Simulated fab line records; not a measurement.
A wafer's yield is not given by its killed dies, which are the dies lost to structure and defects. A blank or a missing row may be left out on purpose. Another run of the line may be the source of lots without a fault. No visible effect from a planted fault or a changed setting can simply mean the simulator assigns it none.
Which tool did it? | flow berkeley-cmos170 | 15 lots with 45 wafers sampled at 7 steps, on a route of 331 steps

WHAT THE GAUGES READ, wafer by wafer
UCB170_NSD_TW_MEAS_10.
lot  | measured     | on            | NSD_TW
L935 | day 6 15:41  | film-metro-01 | 4374 4384 4340 4385 4384 4387
L936 | day 6 15:36  | film-metro-03 | 4161 4196 4163
L937 | day 7 00:44  | film-metro-02 | 4237 4248 4238
L939 | day 7 12:01  | film-metro-03 | 4384 4368 4385 4374 4390 4393
L941 | day 8 13:01  | film-metro-03 | 4394 4428 4418 4396 4409 4397
L947 | day 8 23:01  | film-metro-03 | 4195 4189 4191
L949 | day 9 17:31  | film-metro-03 | 4201 4166 4197
L948 | day 9 17:44  | film-metro-03 | 4191 4187 4222
L950 | day 9 17:48  | film-metro-02 | 4253 4248 4254
L951 | day 10 02:24 | film-metro-03 | 4192 4191 4165
L952 | day 10 15:22 | film-metro-02 | 4171 4171 4200
L954 | day 11 00:31 | film-metro-02 | 4210 4201 4221
L956 | day 11 08:47 | film-metro-03 | 4178 4204 4182
L955 | day 11 09:20 | film-metro-02 | 4234 4212 4212
L957 | day 11 20:58 | film-metro-01 | 4121 4116 4094

UCB170_SDANNEAL_RS_MEAS_03: the measuring method here is four-point-probe.
lot  | measured     | on            | NSD_RS (ohm/sq)
L935 | day 6 19:35  | film-metro-03 | 30.27 30.17 30.25 30.21 30.23 30.26
L936 | day 6 16:50  | film-metro-02 | 37.15 37.04 37.18
L937 | day 7 02:03  | film-metro-02 | 37.36 37.35 37.38
L939 | day 8 00:37  | film-metro-03 | 30.28 30.26 30.31 30.35 30.24 30.26
L941 | day 8 19:17  | film-metro-03 | 30.29 30.27 30.32 30.32 30.37 30.29
L947 | day 9 00:28  | film-metro-03 | 37.33 37.21 37.31
L949 | day 9 19:08  | film-metro-01 | 37.28 37.31 37.22
L948 | day 9 18:58  | film-metro-02 | 37.31 37.31 37.36
L950 | day 9 19:23  | film-metro-03 | 37.31 37.22 37.39
L951 | day 10 04:30 | film-metro-03 | 37.36 37.33 37.41
L952 | day 10 16:38 | film-metro-03 | 37.26 37.26 37.27
L954 | day 11 01:44 | film-metro-02 | 37.30 37.23 37.26
L956 | day 11 09:59 | film-metro-02 | 37.31 37.43 37.34
L955 | day 11 13:31 | film-metro-02 | 37.33 37.33 37.30
L957 | day 11 22:11 | film-metro-02 | 37.27 37.30 37.25

UCB170_M3_OVL_MEAS_16.
lot  | measured     | on         | M3_OVL (nm)
L936 | day 7 18:29  | overlay-01 | 0 -1 5
L937 | day 8 02:53  | overlay-02 | 3 -2 -3
L947 | day 10 01:13 | overlay-01 | 0 3 3
L949 | day 10 17:52 | overlay-02 | -1 3 4
L948 | day 10 17:36 | overlay-01 | 4 7 6
L950 | day 10 18:09 | overlay-01 | -3 -8 -4
L951 | day 11 05:21 | overlay-02 | 6 8 6
L952 | day 11 20:22 | overlay-02 | -1 7 -1
L954 | day 11 23:23 | overlay-02 | 3 9 8
L956 | day 12 16:34 | overlay-02 | -1 -8 -11
L955 | day 12 16:59 | overlay-01 | -3 1 3
L957 | day 13 00:36 | overlay-01 | 5 -3 6

WHAT TOOL EACH LOT RAN ON (gives the tool, then ch and the chambers of the sampled wafers, and finally the start)
lot  | UCB170_PSD_STRIP_09                  | UCB170_NSD_IMPLANT_08           | UCB170_NSD_STRIP_09                  | UCB170_CONTACT_ETCH_17
L935 | plasma-asher-02 ch 0,1, day 6 13:47  | implanter-03 ch 0, day 6 15:07  | plasma-asher-03 ch 0,1, day 6 15:35  | -
L936 | plasma-asher-01 ch 0,1, day 6 13:52  | implanter-02 ch 0, day 6 15:21  | plasma-asher-04 ch 0,1, day 6 15:30  | rie-diel-04 ch 1,2,3, day 7 00:16
L937 | plasma-asher-02 ch 0,1, day 6 20:52  | implanter-02 ch 0, day 7 00:29  | plasma-asher-04 ch 0,1, day 7 00:38  | rie-diel-01 ch 1,2,3, day 7 07:22
L939 | plasma-asher-01 ch 0,1, day 7 09:47  | implanter-04 ch 0, day 7 11:28  | plasma-asher-02 ch 0,1, day 7 11:55  | -
L941 | plasma-asher-04 ch 0,1, day 8 10:07  | implanter-03 ch 0, day 8 12:16  | plasma-asher-02 ch 0,1, day 8 12:54  | -
L947 | plasma-asher-01 ch 0,1, day 8 21:17  | implanter-02 ch 0, day 8 22:47  | plasma-asher-02 ch 0,1, day 8 22:55  | rie-diel-01 ch 0,1,2, day 9 08:13
L949 | plasma-asher-01 ch 0,1, day 9 14:32  | implanter-03 ch 0, day 9 17:16  | plasma-asher-03 ch 0,1, day 9 17:25  | rie-diel-02 ch 2,3, day 10 00:21
L948 | plasma-asher-04 ch 0, day 9 14:45    | implanter-04 ch 0, day 9 17:30  | plasma-asher-04 ch 1, day 9 17:38    | rie-diel-01 ch 0,1,3, day 9 23:29
L950 | plasma-asher-02 ch 0,1, day 9 15:02  | implanter-02 ch 0, day 9 17:33  | plasma-asher-03 ch 0,1, day 9 17:42  | rie-diel-04 ch 0,2,3, day 10 00:38
L951 | plasma-asher-04 ch 0,1, day 10 00:30 | implanter-04 ch 0, day 10 02:09 | plasma-asher-02 ch 0,1, day 10 02:18 | rie-diel-01 ch 1,3, day 10 12:04
L952 | plasma-asher-02 ch 0,1, day 10 13:28 | implanter-03 ch 0, day 10 15:08 | plasma-asher-04 ch 0,1, day 10 15:15 | rie-diel-01 ch 0,1,3, day 10 21:25
L954 | plasma-asher-04 ch 1, day 10 22:40   | implanter-04 ch 0, day 11 00:17 | plasma-asher-02 ch 0,1, day 11 00:24 | rie-diel-02 ch 0,3, day 11 07:13
L956 | plasma-asher-01 ch 0,1, day 11 06:43 | implanter-02 ch 0, day 11 08:32 | plasma-asher-03 ch 0,1, day 11 08:41 | rie-diel-04 ch 2,3, day 11 17:50
L955 | plasma-asher-02 ch 0,1, day 11 07:06 | implanter-02 ch 0, day 11 09:07 | plasma-asher-02 ch 0,1, day 11 09:14 | rie-diel-04 ch 0,1,3, day 11 18:41
L957 | plasma-asher-01 ch 0,1, day 11 19:11 | implanter-04 ch 0, day 11 20:43 | plasma-asher-03 ch 0,1, day 11 20:52 | rie-diel-04 ch 1,2, day 12 03:10
- UCB170_PSD_STRIP_09: strips in O2.
- UCB170_NSD_IMPLANT_08
- UCB170_NSD_STRIP_09: strips in O2.
- UCB170_CONTACT_ETCH_17: etches BARC in N2/H2.

AS READ BY THE TOOLS THEMSELVES (means over the sampled wafers that have a number; for cases with no such wafer, the mark the record gives instead)
UCB170_PSD_STRIP_09.
lot  | tool            | chamber-pressure-mTorr (mTorr) | drypump-motor-current-A (A) | oes-product-au (a.u.) | strip-time-to-endpoint-s (s)
L935 | plasma-asher-02 | 3499                           | 5.4                         | 0.600                 | 29.37
L936 | plasma-asher-01 | 3497                           | 6.2                         | 0.606                 | 29.48
L937 | plasma-asher-02 | 3501                           | 5.2                         | 0.605                 | 29.51
L939 | plasma-asher-01 | 3501                           | 6.2                         | 0.603                 | 29.60
L941 | plasma-asher-04 | 3499                           | 5.8                         | 0.601                 | 29.38
L947 | plasma-asher-01 | 3498                           | 6.2                         | 0.603                 | 29.45
L949 | plasma-asher-01 | 3497                           | 6.2                         | 0.603                 | 29.35
L948 | plasma-asher-04 | 3503                           | 6.2                         | 0.602                 | 29.40
L950 | plasma-asher-02 | 3501                           | 5.4                         | 0.598                 | 29.29
L951 | plasma-asher-04 | 3499                           | 6.0                         | 0.602                 | 29.31
L952 | plasma-asher-02 | 3500                           | 5.4                         | 0.600                 | 29.36
L954 | plasma-asher-04 | 3499                           | 5.6                         | 0.602                 | 29.28
L956 | plasma-asher-01 | 3499                           | 6.2                         | 0.599                 | 29.47
L955 | plasma-asher-02 | 3500                           | 5.4                         | 0.605                 | 29.27
L957 | plasma-asher-01 | 3502                           | 6.2                         | 0.600                 | 29.39

UCB170_NSD_STRIP_09.
lot  | tool            | chamber-pressure-mTorr (mTorr) | drypump-motor-current-A (A) | oes-product-au (a.u.) | strip-time-to-endpoint-s (s)
L935 | plasma-asher-03 | 3501                           | 5.2                         | 0.486                 | 42.70
L936 | plasma-asher-04 | 3498                           | 5.8                         | 0.533                 | 35.97
L937 | plasma-asher-04 | 3500                           | 5.8                         | 0.536                 | 35.76
L939 | plasma-asher-02 | 3499                           | 5.4                         | 0.487                 | 42.80
L941 | plasma-asher-02 | 3500                           | 5.5                         | 0.484                 | 42.83
L947 | plasma-asher-02 | 3497                           | 5.4                         | 0.533                 | 35.79
L949 | plasma-asher-03 | 3500                           | 5.3                         | 0.530                 | 35.93
L948 | plasma-asher-04 | 3499                           | 5.7                         | 0.536                 | 35.74
L950 | plasma-asher-03 | 3501                           | 5.2                         | 0.526                 | 35.85
L951 | plasma-asher-02 | 3499                           | 5.2                         | 0.537                 | 35.83
L952 | plasma-asher-04 | 3500                           | 5.8                         | 0.536                 | 35.86
L954 | plasma-asher-02 | 3503                           | 5.4                         | 0.536                 | 35.72
L956 | plasma-asher-03 | 3500                           | 5.2                         | 0.536                 | 35.79
L955 | plasma-asher-02 | 3502                           | 5.2                         | 0.535                 | 35.80
L957 | plasma-asher-03 | 3500                           | 5.2                         | 0.532                 | 35.87

UCB170_CONTACT_ETCH_17.
lot  | tool        | chamber-pressure-mTorr (mTorr) | drypump-motor-current-A (A) | oes-product-au (a.u.) | rf-fwd-power-W (W) | throttle-valve-pct (%)
L936 | rie-diel-04 | 29.978                         | 6.0                         | 0.998                 | 494.9              | 13.55
L937 | rie-diel-01 | 29.996                         | 5.5                         | 1.000                 | 495.0              | 13.18
L947 | rie-diel-01 | 29.987                         | 5.7                         | 0.995                 | 494.7              | 13.18
L949 | rie-diel-02 | 29.996                         | 6.2                         | 1.016                 | 494.3              | 13.11
L948 | rie-diel-01 | 30.001                         | 5.4                         | 0.997                 | 495.1              | 13.24
L950 | rie-diel-04 | 29.968                         | 6.1                         | 0.997                 | 495.8              | 13.55
L951 | rie-diel-01 | 30.023                         | 5.2                         | 0.978                 | 496.3              | 13.22
L952 | rie-diel-01 | 30.004                         | 5.4                         | 1.000                 | 495.1              | 13.24
L954 | rie-diel-02 | 30.018                         | 6.2                         | 0.986                 | 495.5              | 13.16
L956 | rie-diel-04 | 29.981                         | 6.2                         | 0.993                 | 495.9              | 13.53
L955 | rie-diel-04 | 30.015                         | 6.0                         | 0.996                 | 494.7              | 13.50
L957 | rie-diel-04 | 30.006                         | 5.8                         | 0.996                 | 496.8              | 13.57

THE ANSWER, worked out from the rows above alone
Rule: the lots themselves supply what counts as usual. The widest of any qualifying gaps counts: lots, ordered by their means at a reading, are off when they make up no more than a third of the lots, leave a main group of 4 or more, and stand apart from it by 3 or more times the standard deviation of that group's means. A main group is skipped when, at the precision printed for the reading in the tables above, its means are all equal. A lot without any number at a reading at which 4 lots or more have one is off too. Any other lot the step has rows for is counted as sound. The gauges are gone through in route order, then the tools' own readings, and for those a lot's mean is taken as printed above. The first step at which some lot is off is used, and at that step the reading that is off furthest; a lot without a number counts as furthest.
Off: L935, L939, L941, at UCB170_NSD_TW_MEAS_10 (NSD_TW). The main group: mean 4195, standard deviation 35.
If a tool, at a process step before that reading, ran all the lots that are off and no sound lot after the first of them, it fits. The gauges at UCB170_NSD_TW_MEAS_10 aren't tried: what is off there is off at UCB170_NSD_STRIP_09 too, on other tools, and a gauge's error can't cause that. None of those tried fits.

WHAT THE SIMULATOR HAD INSERTED
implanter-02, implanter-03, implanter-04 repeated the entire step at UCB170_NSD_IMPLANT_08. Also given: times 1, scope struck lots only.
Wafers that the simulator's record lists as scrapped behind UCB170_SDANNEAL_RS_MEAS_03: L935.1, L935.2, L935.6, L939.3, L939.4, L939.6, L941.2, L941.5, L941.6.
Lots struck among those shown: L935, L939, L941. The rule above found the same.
